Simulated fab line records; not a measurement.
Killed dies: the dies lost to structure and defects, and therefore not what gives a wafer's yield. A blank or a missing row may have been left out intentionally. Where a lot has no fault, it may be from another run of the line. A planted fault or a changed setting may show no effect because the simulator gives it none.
fab line records + flow rit-cmos
record:
- lots: 5
- wafers: 23
route steps=202 shown GATE@87 NLDD@104 NSD@132 SILICIDE@162 CONTACT@171
start-h: hours from the record's opening day to when the first of the lot's shown wafers began + wait-h: hours elapsed since this lot's preceding step + " identical to the entry in the row above + L1.1+2: one row covering several wafers at once + - no value present, or no start provided + * or withheld: withheld + < > ~ a bound
route shown NAME@n: names a module that has steps shown in the file, with the first one's number in the route + usual: mean/standard deviation taken from wafers without a fault + same: alike in all rows + chamber/n: place in a boat + sites: each site's reading + _std_site: standard deviation of those values + _edge_site: outer sites' mean less inner sites' + radius-mm: how far each site lies from the wafer's centre + mask NAME#n: copy n + behind: the tool/chamber that last shaped the wafer + hold: why the lot was held/for how many hours/how that ended + device: which transistor (n, p or np) failed to switch + end of line: tests run on the same wafers once the route is complete + a step with no rows: only its recipe + killed: dies lost to structure and defects at the first sort, not the wafer's yield + map: shows each die of a wafer: x if killed, . if not, _ if none is there
set.NAME: the setting that was run; set.NAME@STEP: the one run at that earlier step + model.NAME: the simulator's own value behind a step, which no gauge read
lots whose settings were changed on purpose; a table a step, a row a wafer
== steps ==
step: RIT_GATE_COAT_11
recipe:
- resist: NOVOLAK
- spin-rpm: 4250
- resist-thk-nm: 850
| lot.wafer | tool           | chamber | start-h | wait-h | set.spin-rpm | model.NOVOLAK_of_GATE_COAT_11.thk-nm |
|-----------|----------------|---------|---------|--------|--------------|--------------------------------------|
| L077.2    | litho-track-01 | 0       | 68.52   | 0.1    | 4250         | 848.9                                |
| L077.3    | "              | 0       | "       | "      | 4151         | 858.6                                |
| L077.4    | "              | 0       | "       | "      | 4250         | 851.9                                |
| L077.5    | "              | 0       | "       | "      | 4151         | 857.4                                |
| L077.6    | "              | 0       | "       | "      | 4250         | 851                                  |
| L078.1    | litho-track-04 | 0       | 82.02   | 0.1    | 4250         | 850.5                                |
| L078.3    | "              | 0       | "       | "      | 4250         | 852                                  |
| L078.4    | "              | 0       | "       | "      | 4250         | 852.6                                |
| L078.5    | "              | 0       | "       | "      | 4250         | 851.2                                |
| L078.6    | "              | 0       | "       | "      | 4250         | 851                                  |
| L080.2    | litho-track-01 | 0       | 91.28   | 0.1    | 4250         | 849.9                                |
| L080.3    | "              | 0       | "       | "      | 4250         | 850.9                                |
| L080.4    | "              | 0       | "       | "      | 4250         | 851.4                                |
| L080.5    | "              | 0       | "       | "      | 4250         | 852.1                                |
| L080.6    | "              | 0       | "       | "      | 4250         | 850.1                                |
| L081.1    | litho-track-04 | 0       | 91.37   | 0.1    | 4250         | 854.8                                |
| L081.2    | "              | 0       | "       | "      | 4250         | 853.6                                |
| L081.3    | "              | 0       | "       | "      | 4470         | 832                                  |
| L081.4    | "              | 0       | "       | "      | 4470         | 833.3                                |
| L081.6    | "              | 0       | "       | "      | 4470         | 833.6                                |
| L083.4    | litho-track-01 | 0       | 110.93  | 0.1    | 4250         | 854.7                                |
| L083.5    | "              | 0       | "       | "      | 4250         | 852.9                                |
| L083.6    | "              | 0       | "       | "      | 4250         | 854.4                                |
step: RIT_GATE_SOFTBAKE_12
recipe:
- resist: NOVOLAK
- temp-c: 90
- time-s: 60
step: RIT_GATE_EXPOSE_13
recipe:
- mask-id: M6
- na: 0.6
- source-shape: conventional
- sigma-outer: 0.6
- target-cd-nm: 150
- dose-mj: 380
step: RIT_GATE_HARDBAKE_18
recipe:
- resist: NOVOLAK
- temp-c: 140
- time-s: 60
| lot.wafer | tool           | chamber | start-h | wait-h | set.spin-rpm@GATE_COAT_11 | model.NOVOLAK_of_GATE_COAT_11.thk-nm |
|-----------|----------------|---------|---------|--------|---------------------------|--------------------------------------|
| L077.2    | litho-track-04 | 0       | 69.38   | 0.0    | 4250                      | 751.6                                |
| L077.3    | "              | 0       | "       | "      | 4151                      | 760                                  |
| L077.4    | "              | 0       | "       | "      | 4250                      | 754.2                                |
| L077.5    | "              | 0       | "       | "      | 4151                      | 758.9                                |
| L077.6    | "              | 0       | "       | "      | 4250                      | 753.3                                |
| L078.1    | litho-track-04 | 0       | 83.00   | 0.0    | 4250                      | 752.9                                |
| L078.3    | "              | 0       | "       | "      | 4250                      | 754.2                                |
| L078.4    | "              | 0       | "       | "      | 4250                      | 754.7                                |
| L078.5    | "              | 0       | "       | "      | 4250                      | 753.6                                |
| L078.6    | "              | 0       | "       | "      | 4250                      | 753.3                                |
| L080.2    | litho-track-04 | 0       | 92.38   | 0.0    | 4250                      | 752.3                                |
| L080.3    | "              | 0       | "       | "      | 4250                      | 753.2                                |
| L080.4    | "              | 0       | "       | "      | 4250                      | 753.7                                |
| L080.5    | "              | 0       | "       | "      | 4250                      | 754.3                                |
| L080.6    | "              | 0       | "       | "      | 4250                      | 752.6                                |
| L081.1    | litho-track-03 | 0       | 92.50   | 0.0    | 4250                      | 756.6                                |
| L081.2    | "              | 0       | "       | "      | 4250                      | 755.7                                |
| L081.3    | "              | 0       | "       | "      | 4470                      | 736.8                                |
| L081.4    | "              | 0       | "       | "      | 4470                      | 737.8                                |
| L081.6    | "              | 0       | "       | "      | 4470                      | 738.1                                |
| L083.4    | litho-track-04 | 0       | 112.42  | 0.3    | 4250                      | 756.5                                |
| L083.5    | "              | 0       | "       | "      | 4250                      | 755                                  |
| L083.6    | "              | 0       | "       | "      | 4250                      | 756.3                                |
step: RIT_GATE_ETCH_19
recipe:
- chemistry: SF6/CHF3/O2
- time-s: 165
- SF6_flow_sccm: 30
- CHF3_flow_sccm: 30
- O2_flow_sccm: 5
- target: poly-Si
- pressure-mtorr: 40
- rf-w: 160
- target-depth-a: 3125
- over-etch-frac: 0.25
- stop-on: SiO2
usual:
- oes-product-au: 0.857/0.013
| lot.wafer | tool      | chamber | start-h | wait-h | set.time-s | oes-product-au |
|-----------|-----------|---------|---------|--------|------------|----------------|
| L077.2    | rie-si-01 | 3       | 69.50   | 0.1    | 165        | 0.852          |
| L077.3    | "         | 0       | "       | "      | 165        | 0.841          |
| L077.4    | "         | 1       | "       | "      | 165        | 0.842          |
| L077.5    | "         | 2       | "       | "      | 165        | 0.850          |
| L077.6    | "         | 1       | "       | "      | 165        | 0.844          |
| L078.1    | rie-si-02 | 0       | 83.15   | 0.1    | 151.2      | 0.894          |
| L078.3    | "         | 3       | "       | "      | 165        | 0.866          |
| L078.4    | "         | 1       | "       | "      | 151.2      | 0.936          |
| L078.5    | "         | 0       | "       | "      | 151.2      | 0.902          |
| L078.6    | "         | 1       | "       | "      | 165        | 0.878          |
| L080.2    | rie-si-02 | 2       | 92.51   | 0.1    | 142.8      | 0.968          |
| L080.3    | "         | 3       | "       | "      | 142.8      | 0.971          |
| L080.4    | "         | 0       | "       | "      | 165        | 0.846          |
| L080.5    | "         | 0       | "       | "      | 142.8      | 0.948          |
| L080.6    | "         | 3       | "       | "      | 165        | 0.874          |
| L081.1    | rie-si-01 | 3       | 92.65   | 0.1    | 176        | 0.845          |
| L081.2    | "         | 1       | "       | "      | 176        | 0.846          |
| L081.3    | "         | 2       | "       | "      | 165        | 0.854          |
| L081.4    | "         | 1       | "       | "      | 176        | 0.833          |
| L081.6    | "         | 3       | "       | "      | 165        | 0.846          |
| L083.4    | rie-si-02 | 2       | 112.49  | 0.1    | 165        | 0.856          |
| L083.5    | "         | 2       | "       | "      | 165        | 0.869          |
| L083.6    | "         | 1       | "       | "      | 165        | 0.885          |
step: RIT_NLDD_COAT_01
recipe:
- resist: NOVOLAK
- spin-rpm: 3250
- resist-thk-nm: 1000
| lot.wafer | tool           | chamber | start-h | wait-h | set.spin-rpm | model.NOVOLAK_of_NLDD_COAT_01.thk-nm |
|-----------|----------------|---------|---------|--------|--------------|--------------------------------------|
| L077.2    | litho-track-02 | 0       | 82.91   | 0.1    | 3250         | 997.7                                |
| L077.3    | "              | 0       | "       | "      | 3250         | 995.7                                |
| L077.4+6  | "              | 0       | "       | "      | 3185         | 1009                                 |
| L077.5    | "              | 0       | "       | "      | 3250         | 996.8                                |
| L078.1    | litho-track-02 | 0       | 92.13   | 0.1    | 3250         | 997.9                                |
| L078.3    | "              | 0       | "       | "      | 3250         | 998.1                                |
| L078.4    | "              | 0       | "       | "      | 3250         | 998.9                                |
| L078.5    | "              | 0       | "       | "      | 3250         | 1000                                 |
| L078.6    | "              | 0       | "       | "      | 3250         | 998.3                                |
| L080.2    | litho-track-01 | 0       | 99.46   | 0.1    | 3088         | 1027                                 |
| L080.3    | "              | 0       | "       | "      | 3088         | 1026                                 |
| L080.4    | "              | 0       | "       | "      | 3250         | 998.3                                |
| L080.5+6  | "              | 0       | "       | "      | 3250         | 1000                                 |
| L081.1    | litho-track-03 | 0       | 99.62   | 0.1    | 3250         | 1002                                 |
| L081.2    | "              | 0       | "       | "      | 3482         | 968.8                                |
| L081.3    | "              | 0       | "       | "      | 3482         | 967.1                                |
| L081.4    | "              | 0       | "       | "      | 3250         | 1004                                 |
| L081.6    | "              | 0       | "       | "      | 3482         | 967.7                                |
| L083.4    | litho-track-02 | 0       | 117.02  | 0.1    | 3250         | 1002                                 |
| L083.5    | "              | 0       | "       | "      | 3250         | 1003                                 |
| L083.6    | "              | 0       | "       | "      | 3250         | 999.9                                |
step: RIT_NLDD_SOFTBAKE_02
recipe:
- resist: NOVOLAK
- temp-c: 90
- time-s: 60
step: RIT_NLDD_EXPOSE_03
recipe:
- mask-id: M7
- na: 0.57
- target-cd-nm: 40700
- dose-mj: 250
step: RIT_NLDD_DEVELOP_05
recipe:
- resist: NOVOLAK
- develop-time-s: 50
- dev-temp-c: 23
step: RIT_NLDD_HARDBAKE_07
recipe:
- resist: NOVOLAK
- temp-c: 140
- time-s: 60
| lot.wafer | tool           | chamber | start-h | wait-h | set.spin-rpm@NLDD_COAT_01 | model.NOVOLAK_of_NLDD_COAT_01.thk-nm |
|-----------|----------------|---------|---------|--------|---------------------------|--------------------------------------|
| L077.2    | litho-track-01 | 0       | 83.65   | 0.0    | 3250                      | 881.7                                |
| L077.3    | "              | 0       | "       | "      | 3250                      | 880                                  |
| L077.4    | "              | 0       | "       | "      | 3185                      | 891.5                                |
| L077.5    | "              | 0       | "       | "      | 3250                      | 881                                  |
| L077.6    | "              | 0       | "       | "      | 3185                      | 891.8                                |
| L078.1    | litho-track-03 | 0       | 92.99   | 0.0    | 3250                      | 882                                  |
| L078.3+6  | "              | 0       | "       | "      | 3250                      | 882.2                                |
| L078.4    | "              | 0       | "       | "      | 3250                      | 882.9                                |
| L078.5    | "              | 0       | "       | "      | 3250                      | 883.9                                |
| L080.2    | litho-track-03 | 0       | 100.27  | 0.0    | 3088                      | 907.3                                |
| L080.3    | "              | 0       | "       | "      | 3088                      | 906.7                                |
| L080.4    | "              | 0       | "       | "      | 3250                      | 882.2                                |
| L080.5+6  | "              | 0       | "       | "      | 3250                      | 883.8                                |
| L081.1    | litho-track-03 | 0       | 100.52  | 0.0    | 3250                      | 885.8                                |
| L081.2    | "              | 0       | "       | "      | 3482                      | 856.5                                |
| L081.3    | "              | 0       | "       | "      | 3482                      | 855                                  |
| L081.4    | "              | 0       | "       | "      | 3250                      | 887.7                                |
| L081.6    | "              | 0       | "       | "      | 3482                      | 855.5                                |
| L083.4    | litho-track-01 | 0       | 118.12  | 0.1    | 3250                      | 885.8                                |
| L083.5    | "              | 0       | "       | "      | 3250                      | 886.3                                |
| L083.6    | "              | 0       | "       | "      | 3250                      | 883.6                                |
step: RIT_NLDD_IMPLANT_08
recipe:
- species: P
- energy-kev: 20
- dose-cm2: 5e+14
- tilt-deg: 7
| lot.wafer      | tool         | chamber | start-h | wait-h | set.energy-kev | model.implant.rp-nm | model.implant.drp-nm |
|----------------|--------------|---------|---------|--------|----------------|---------------------|----------------------|
| L077.2+3+4     | implanter-01 | 0       | 83.80   | 0.1    | 20             | 27.54               | 12.97                |
| L077.5+6       | "            | 0       | "       | "      | 19.04          | 26.64               | 12.59                |
| L078.1+3+6     | implanter-01 | 0       | 93.14   | 0.1    | 20.55          | 27.88               | 13.18                |
| L078.4+5       | "            | 0       | "       | "      | 20             | 27.37               | 12.97                |
| L080.2+3+4+5+6 | implanter-01 | 0       | 100.42  | 0.1    | 20             | 27.78               | 12.97                |
| L081.1+2+3     | implanter-02 | 0       | 100.67  | 0.1    | 20.58          | 27.99               | 13.19                |
| L081.4+6       | "            | 0       | "       | "      | 20             | 27.45               | 12.97                |
| L083.4+5+6     | implanter-03 | 0       | 118.27  | 0.1    | 20             | 28.75               | 12.97                |
step: RIT_NSD_COAT_01
recipe:
- resist: NOVOLAK
- spin-rpm: 3250
- resist-thk-nm: 1000
| lot.wafer | tool           | chamber | start-h | wait-h | set.resist-thk-nm | model.NOVOLAK_of_NSD_COAT_01.thk-nm |
|-----------|----------------|---------|---------|--------|-------------------|-------------------------------------|
| L077.2    | litho-track-02 | 0       | 88.25   | 0.1    | 958.6             | 957.4                               |
| L077.3    | "              | 0       | "       | "      | 1000              | 1001                                |
| L077.4    | "              | 0       | "       | "      | 1000              | 997.4                               |
| L077.5    | "              | 0       | "       | "      | 958.6             | 956.1                               |
| L077.6    | "              | 0       | "       | "      | 958.6             | 962.3                               |
| L078.1    | litho-track-04 | 0       | 97.62   | 0.1    | 1000              | 1001                                |
| L078.3+4  | "              | 0       | "       | "      | 1000              | 1002                                |
| L078.5    | "              | 0       | "       | "      | 1000              | 1000                                |
| L078.6    | "              | 0       | "       | "      | 1000              | 999.2                               |
| L080.2+3  | litho-track-03 | 0       | 105.51  | 0.1    | 1000              | 1004                                |
| L080.4    | "              | 0       | "       | "      | 1000              | 1006                                |
| L080.5    | "              | 0       | "       | "      | 961.7             | 969.5                               |
| L080.6    | "              | 0       | "       | "      | 961.7             | 966.3                               |
| L081.1    | litho-track-02 | 0       | 106.66  | 0.1    | 1052              | 1047                                |
| L081.2    | "              | 0       | "       | "      | 1000              | 1001                                |
| L081.3    | "              | 0       | "       | "      | 1000              | 995.3                               |
| L081.4    | "              | 0       | "       | "      | 1052              | 1049                                |
| L081.6    | "              | 0       | "       | "      | 1052              | 1051                                |
| L083.4+5  | litho-track-02 | 0       | 122.86  | 0.1    | 1000              | 1004                                |
| L083.6    | "              | 0       | "       | "      | 1000              | 1003                                |
step: RIT_NSD_HARDBAKE_07
recipe:
- resist: NOVOLAK
- temp-c: 140
- time-s: 60
| lot.wafer | tool           | chamber | start-h | wait-h | set.temp-c | set.resist-thk-nm@NSD_COAT_01 | model.NOVOLAK_of_NSD_COAT_01.thk-nm |
|-----------|----------------|---------|---------|--------|------------|-------------------------------|-------------------------------------|
| L077.2    | litho-track-03 | 0       | 89.11   | 0.0    | 138.2      | 958.6                         | 849                                 |
| L077.3    | "              | 0       | "       | "      | 140        | 1000                          | 885                                 |
| L077.4    | "              | 0       | "       | "      | 138.2      | 1000                          | 884.3                               |
| L077.5    | "              | 0       | "       | "      | 140        | 958.6                         | 845.4                               |
| L077.6    | "              | 0       | "       | "      | 140        | 958.6                         | 850.8                               |
| L078.1    | litho-track-03 | 0       | 98.49   | 0.0    | 140        | 1000                          | 884.6                               |
| L078.3    | "              | 0       | "       | "      | 143        | 1000                          | 882                                 |
| L078.4    | "              | 0       | "       | "      | 143        | 1000                          | 881.4                               |
| L078.5    | "              | 0       | "       | "      | 140        | 1000                          | 884.1                               |
| L078.6    | "              | 0       | "       | "      | 140        | 1000                          | 883.1                               |
| L080.2    | litho-track-02 | 0       | 106.31  | 0.0    | 140        | 1000                          | 887.3                               |
| L080.3    | "              | 0       | "       | "      | 140        | 1000                          | 886.9                               |
| L080.4    | "              | 0       | "       | "      | 140        | 1000                          | 889.4                               |
| L080.5    | "              | 0       | "       | "      | 140        | 961.7                         | 857.1                               |
| L080.6    | "              | 0       | "       | "      | 140        | 961.7                         | 854.3                               |
| L081.1    | litho-track-04 | 0       | 107.70  | 0.2    | 138.6      | 1052                          | 926.9                               |
| L081.2    | "              | 0       | "       | "      | 140        | 1000                          | 884.2                               |
| L081.3    | "              | 0       | "       | "      | 138.6      | 1000                          | 881.8                               |
| L081.4    | "              | 0       | "       | "      | 140        | 1052                          | 927                                 |
| L081.6    | "              | 0       | "       | "      | 140        | 1052                          | 928.5                               |
| L083.4    | litho-track-02 | 0       | 123.79  | 0.1    | 140        | 1000                          | 887.1                               |
| L083.5    | "              | 0       | "       | "      | 140        | 1000                          | 887.7                               |
| L083.6    | "              | 0       | "       | "      | 140        | 1000                          | 886.8                               |
step: RIT_SILICIDE_SPUTTER_01
recipe:
- material: Ti
- target-thk-nm: 30
- power-w: 350
- chamber-pressure-pa: 0.667
- gas: Ar
- time-s: 240
- substrate-temp-c: 25
| lot.wafer | tool           | chamber | start-h | wait-h | set.time-s | model.Ti_of_SILICIDE_SPUTTER_01.thk-nm |
|-----------|----------------|---------|---------|--------|------------|----------------------------------------|
| L077.2    | pvd-sputter-04 | -       | 92.13   | 0.0    | 240        | 29.74                                  |
| L077.3    | "              | -       | "       | "      | 272.3      | 33.9                                   |
| L077.4    | "              | -       | "       | "      | 240        | 30.04                                  |
| L077.5    | "              | -       | "       | "      | 272.3      | 34.11                                  |
| L077.6    | "              | -       | "       | "      | 240        | 29.84                                  |
| L078.1    | pvd-sputter-03 | -       | 101.51  | 0.0    | 240        | 29.61                                  |
| L078.3    | "              | -       | "       | "      | 240        | 29.88                                  |
| L078.4    | "              | -       | "       | "      | 240        | 29.95                                  |
| L078.5    | "              | -       | "       | "      | 240        | 29.93                                  |
| L078.6    | "              | -       | "       | "      | 240        | 29.66                                  |
| L080.2    | pvd-sputter-04 | -       | 109.31  | 0.0    | 240        | 30.29                                  |
| L080.3    | "              | -       | "       | "      | 260.5      | 32.29                                  |
| L080.4    | "              | -       | "       | "      | 260.5      | 32.55                                  |
| L080.5    | "              | -       | "       | "      | 240        | 30.09                                  |
| L080.6    | "              | -       | "       | "      | 260.5      | 32.51                                  |
| L081.1    | pvd-sputter-02 | -       | 110.61  | 0.0    | 204.1      | 25.49                                  |
| L081.2    | "              | -       | "       | "      | 240        | 29.44                                  |
| L081.3    | "              | -       | "       | "      | 204.1      | 25.18                                  |
| L081.4    | "              | -       | "       | "      | 240        | 29.69                                  |
| L081.6    | "              | -       | "       | "      | 204.1      | 25.31                                  |
| L083.4    | pvd-sputter-02 | -       | 127.04  | 0.0    | 240        | 29.76                                  |
| L083.5    | "              | -       | "       | "      | 240        | 29.96                                  |
| L083.6    | "              | -       | "       | "      | 240        | 29.9                                   |
step: RIT_SILICIDE_RS_MEAS_02
recipe:
- thk-meas-gauge: four-point-probe
- reads: Ti_of_SILICIDE_SPUTTER_01
usual:
- SILICIDE_TI_RS: 48.2/0.41
| lot.wafer | tool          | chamber | start-h | wait-h | set.time-s@SILICIDE_SPUTTER_01 | SILICIDE_TI_RS[ohm/sq] |
|-----------|---------------|---------|---------|--------|--------------------------------|------------------------|
| L077.2    | film-metro-04 | -       | 92.30   | 0.1    | 240                            | 48.4                   |
| L077.3    | "             | -       | "       | "      | 272.3                          | 41.1                   |
| L077.4    | "             | -       | "       | "      | 240                            | 47.9                   |
| L077.5    | "             | -       | "       | "      | 272.3                          | 40.8                   |
| L077.6    | "             | -       | "       | "      | 240                            | 48.2                   |
| L078.1    | film-metro-03 | -       | 101.66  | 0.1    | 240                            | 48.7                   |
| L078.3    | "             | -       | "       | "      | 240                            | 48.2                   |
| L078.4    | "             | -       | "       | "      | 240                            | 48.0                   |
| L078.5    | "             | -       | "       | "      | 240                            | 48.0                   |
| L078.6    | "             | -       | "       | "      | 240                            | 48.7                   |
| L080.2    | film-metro-03 | -       | 109.48  | 0.1    | 240                            | 47.4                   |
| L080.3    | "             | -       | "       | "      | 260.5                          | 43.7                   |
| L080.4    | "             | -       | "       | "      | 260.5                          | 43.2                   |
| L080.5    | "             | -       | "       | "      | 240                            | 47.7                   |
| L080.6    | "             | -       | "       | "      | 260.5                          | 43.3                   |
| L081.1    | film-metro-04 | -       | 110.76  | 0.1    | 204.1                          | 58.7                   |
| L081.2    | "             | -       | "       | "      | 240                            | 49.0                   |
| L081.3    | "             | -       | "       | "      | 204.1                          | 59.6                   |
| L081.4    | "             | -       | "       | "      | 240                            | 48.4                   |
| L081.6    | "             | -       | "       | "      | 204.1                          | 59.3                   |
| L083.4    | film-metro-04 | -       | 127.25  | 0.1    | 240                            | 48.4                   |
| L083.5    | "             | -       | "       | "      | 240                            | 48.0                   |
| L083.6    | "             | -       | "       | "      | 240                            | 48.0                   |
step: RIT_SILICIDE_THK_MEAS_03
recipe:
- thk-meas-gauge: xrf
- reads: Ti_of_SILICIDE_SPUTTER_01
usual:
- SILICIDE_TI_THK: 29.99/0.21
| lot.wafer | tool          | chamber | start-h | wait-h | set.time-s@SILICIDE_SPUTTER_01 | SILICIDE_TI_THK[nm] |
|-----------|---------------|---------|---------|--------|--------------------------------|---------------------|
| L077.2    | film-metro-04 | -       | 92.41   | 0.1    | 240                            | 30.10               |
| L077.3    | "             | -       | "       | "      | 272.3                          | 34.23               |
| L077.4    | "             | -       | "       | "      | 240                            | 30.48               |
| L077.5    | "             | -       | "       | "      | 272.3                          | 34.30               |
| L077.6    | "             | -       | "       | "      | 240                            | 30.07               |
| L078.1    | film-metro-03 | -       | 101.78  | 0.1    | 240                            | 29.76               |
| L078.3    | "             | -       | "       | "      | 240                            | 29.93               |
| L078.4    | "             | -       | "       | "      | 240                            | 30.02               |
| L078.5    | "             | -       | "       | "      | 240                            | 30.17               |
| L078.6    | "             | -       | "       | "      | 240                            | 29.78               |
| L080.2    | film-metro-03 | -       | 109.59  | 0.1    | 240                            | 30.41               |
| L080.3    | "             | -       | "       | "      | 260.5                          | 32.39               |
| L080.4    | "             | -       | "       | "      | 260.5                          | 32.84               |
| L080.5    | "             | -       | "       | "      | 240                            | 30.33               |
| L080.6    | "             | -       | "       | "      | 260.5                          | 32.60               |
| L081.1    | film-metro-04 | -       | 110.88  | 0.1    | 204.1                          | 25.61               |
| L081.2    | "             | -       | "       | "      | 240                            | 29.59               |
| L081.3    | "             | -       | "       | "      | 204.1                          | 25.28               |
| L081.4    | "             | -       | "       | "      | 240                            | 29.95               |
| L081.6    | "             | -       | "       | "      | 204.1                          | 25.39               |
| L083.4    | film-metro-04 | -       | 127.34  | 0.1    | 240                            | 29.81               |
| L083.5    | "             | -       | "       | "      | 240                            | 30.09               |
| L083.6    | "             | -       | "       | "      | 240                            | 30.05               |
step: RIT_CONTACT_COAT_03
recipe:
- resist: NOVOLAK
- spin-rpm: 3250
- resist-thk-nm: 1000
| lot.wafer | tool           | chamber | start-h | wait-h | set.spin-rpm | model.NOVOLAK_of_CONTACT_COAT_03.thk-nm |
|-----------|----------------|---------|---------|--------|--------------|-----------------------------------------|
| L077.2    | litho-track-02 | 0       | 92.92   | 0.1    | 3364         | 978.4                                   |
| L077.3    | "              | 0       | "       | "      | 3250         | 994                                     |
| L077.4    | "              | 0       | "       | "      | 3364         | 976.2                                   |
| L077.5    | "              | 0       | "       | "      | 3364         | 977.1                                   |
| L077.6    | "              | 0       | "       | "      | 3250         | 994.4                                   |
| L078.1+6  | litho-track-03 | 0       | 102.45  | 0.1    | 3250         | 1002                                    |
| L078.3    | "              | 0       | "       | "      | 3387         | 981.5                                   |
| L078.4    | "              | 0       | "       | "      | 3387         | 986.9                                   |
| L078.5    | "              | 0       | "       | "      | 3387         | 982.8                                   |
| L080.2    | litho-track-03 | 0       | 110.12  | 0.1    | 3430         | 979.5                                   |
| L080.3    | "              | 0       | "       | "      | 3430         | 976.2                                   |
| L080.4+6  | "              | 0       | "       | "      | 3250         | 1005                                    |
| L080.5    | "              | 0       | "       | "      | 3430         | 973.9                                   |
| L081.1    | litho-track-02 | 0       | 111.51  | 0.1    | 3250         | 995.1                                   |
| L081.2    | "              | 0       | "       | "      | 3250         | 997.9                                   |
| L081.3    | "              | 0       | "       | "      | 3250         | 998.2                                   |
| L081.4    | "              | 0       | "       | "      | 3250         | 999.3                                   |
| L081.6    | "              | 0       | "       | "      | 3250         | 997.8                                   |
| L083.4+6  | litho-track-03 | 0       | 127.88  | 0.1    | 3250         | 1001                                    |
| L083.5    | "              | 0       | "       | "      | 3250         | 998.9                                   |
== key ==
split:
- step: RIT_GATE_COAT_11
- setting: spin-rpm
- stated: 4250
- by: wafer
response:
- step: RIT_GATE_COAT_11
- reading: model.NOVOLAK_of_GATE_COAT_11.thk-nm
- change: -3.95
- per: 1%
- r: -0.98
response:
- step: RIT_GATE_HARDBAKE_18
- reading: model.NOVOLAK_of_GATE_COAT_11.thk-nm
- change: -3.45
- per: 1%
- r: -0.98
split:
- step: RIT_GATE_ETCH_19
- setting: time-s
- stated: 165
- by: wafer
response:
- step: RIT_GATE_ETCH_19
- reading: oes-product-au
- change: -0.00595
- per: 1%
- r: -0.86
split:
- step: RIT_NLDD_COAT_01
- setting: spin-rpm
- stated: 3250
- by: wafer
response:
- step: RIT_NLDD_COAT_01
- reading: model.NOVOLAK_of_NLDD_COAT_01.thk-nm
- change: -5.18
- per: 1%
- r: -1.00
response:
- step: RIT_NLDD_HARDBAKE_07
- reading: model.NOVOLAK_of_NLDD_COAT_01.thk-nm
- change: -4.54
- per: 1%
- r: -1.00
split:
- step: RIT_NLDD_IMPLANT_08
- setting: energy-kev
- stated: 20
- by: wafer
response:
- step: RIT_NLDD_IMPLANT_08
- reading: model.implant.rp-nm
- change: +0.186
- per: 1%
- r: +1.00
response:
- step: RIT_NLDD_IMPLANT_08
- reading: model.implant.drp-nm
- change: +0.0785
- per: 1%
- r: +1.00
split:
- step: RIT_NSD_COAT_01
- setting: resist-thk-nm
- stated: 1000
- by: wafer
response:
- step: RIT_NSD_COAT_01
- reading: model.NOVOLAK_of_NSD_COAT_01.thk-nm
- change: +9.78
- per: 1%
- r: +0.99
response:
- step: RIT_NSD_HARDBAKE_07
- reading: model.NOVOLAK_of_NSD_COAT_01.thk-nm
- change: +8.57
- per: 1%
- r: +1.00
split:
- step: RIT_NSD_HARDBAKE_07
- setting: temp-c
- stated: 140
- by: wafer
response none clear
split:
- step: RIT_SILICIDE_SPUTTER_01
- setting: time-s
- stated: 240
- by: wafer
response:
- step: RIT_SILICIDE_SPUTTER_01
- reading: model.Ti_of_SILICIDE_SPUTTER_01.thk-nm
- change: +0.29
- per: 1%
- r: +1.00
response:
- step: RIT_SILICIDE_RS_MEAS_02
- reading: SILICIDE_TI_RS
- change: -0.604
- per: 1%
- r: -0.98
response:
- step: RIT_SILICIDE_THK_MEAS_03
- reading: SILICIDE_TI_THK
- change: +0.29
- per: 1%
- r: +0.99
split:
- step: RIT_CONTACT_COAT_03
- setting: spin-rpm
- stated: 3250
- by: wafer
response:
- step: RIT_CONTACT_COAT_03
- reading: model.NOVOLAK_of_CONTACT_COAT_03.thk-nm
- change: -4.86
- per: 1%
- r: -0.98
